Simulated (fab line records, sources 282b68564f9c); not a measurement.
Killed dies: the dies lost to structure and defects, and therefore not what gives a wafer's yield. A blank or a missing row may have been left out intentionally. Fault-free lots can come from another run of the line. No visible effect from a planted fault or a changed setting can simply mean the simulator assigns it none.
A lot that was struck, set against a sound lot | flow rit-cmos | 18 steps out of a route of 202
Sound: these wafers, L177.3, L177.5, L177.6. The struck wafers were L184.3, L184.5, L184.6. The cause is named last.
At each step with rows: each side's tool, then ch and its chambers, then its first start. Under that, the readings that differ: sound wafers | struck wafers | difference of the means | sigmas: that difference in standard deviations of wafers without a fault.
alike: words and numbers the same on both sides, and readings whose means are apart by under 2 such deviations; not compared: readings that were withheld, readings missing a value for some wafer, numbers with overlapping values and no deviation given by the record, and bounds like >300 which may hide the same value.
Wherever a step has rows on one side only, a row that says differs or no value, or a row with sigmas, the two part there. Numbers that don't overlap but have no deviation are shown without sigmas and don't part them. A reading missing from all wafers of one side parts the sides only when that side holds two or more wafers.

first, 2 steps without rows for these wafers: RIT_PWELL_PEB_04; RIT_PWELL_DEVELOP_05 (develop time 68 s).
RIT_PWELL_OVL_MEAS_06:
  sound on overlay-02, day 3 14:31; struck on overlay-01, day 5 00:47
  alike: PWELL_OVL
then, 2 steps without rows for these wafers: RIT_PWELL_HARDBAKE_07 (time 120 s); RIT_PWELL_IMPLANT_08.
RIT_PWELL_STRIP_09: strips in O2, time 180 s.
  sound on plasma-asher-04 ch 0,1, day 3 15:00; struck on plasma-asher-03 ch 0,1, day 5 01:16
  alike: drypump-motor-current-A
  not compared: rf-hours-counter-h
RIT_PWELL_TW_MEAS_10:
  sound on film-metro-02, day 3 15:08; struck on film-metro-02, day 5 01:24
  alike: PWELL_TW
then, 1 step without rows for these wafers: RIT_WELLDRIVE_ANNEAL_00 (time 14700 s).
RIT_WELLDRIVE_RS_MEAS_01: uses a four-point probe to measure.
  sound on film-metro-01, day 3 20:18; struck on film-metro-04, day 5 06:34
  alike: NWELL_RS
RIT_WELLDRIVE_RS_MEAS_02: uses a four-point probe to measure.
  sound on film-metro-01, day 3 20:25; struck on film-metro-04, day 5 06:41
  alike: PWELL_RS
then, 2 steps without rows for these wafers: RIT_NRETRO_HMDS_00 (prime time 60 s); RIT_NRETRO_COAT_01 (resist thk 1300 nm).
RIT_NRETRO_SOFTBAKE_02: time 60 s.
  sound on litho-track-01 ch 0, day 3 20:51; struck on litho-track-01 ch 0, day 5 07:07
  reading                  | sound             | struck            | difference | sigmas
  heater-power-total-W (W) | 34.62 34.53 34.61 | 33.31 33.35 33.30 | -1.27      | -24
  plate-temp-C (C)         | 90.00 89.89 89.96 | 87.60 87.69 87.87 | -2.23      | -20
then, 2 steps without rows for these wafers: RIT_NRETRO_EXPOSE_03 (exposes mask M4, target cd 43900 nm); RIT_NRETRO_PEB_04.
RIT_NRETRO_DEVELOP_05: develop time 68 s.
  sound: litho-track-04 ch 0; struck: litho-track-01 ch 0
  reading                                     | sound          | struck         | difference | sigmas
  model.NOVOLAK_of_NRETRO_COAT_01.thk-nm (nm) | 1301 1297 1296 | 1306 1306 1307 | +8         |
  alike: developer-temp-C
RIT_NRETRO_OVL_MEAS_06:
  sound on overlay-01, day 3 21:45; struck on overlay-01, day 5 07:40
  alike: NRETRO_OVL
RIT_M1_PROBE_99:
  sound on prober-02, day 5 03:40; struck on prober-01, day 6 11:23
  reading            | sound | struck | difference | sigmas
  killed_at_M0_to_M3 | 0 0 1 | 0 0 0  | +0         | -2
  alike: killed-at-front-end, killed-dies, killed-on-rim, killed-open, killed-short

## WHERE THEY PART
At RIT_NRETRO_SOFTBAKE_02 first; at RIT_M1_PROBE_99 last (within this record only).

WHY: what had been put in by the simulator
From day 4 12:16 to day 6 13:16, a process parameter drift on litho-track-01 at RIT_NRETRO_SOFTBAKE_02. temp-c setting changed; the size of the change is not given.
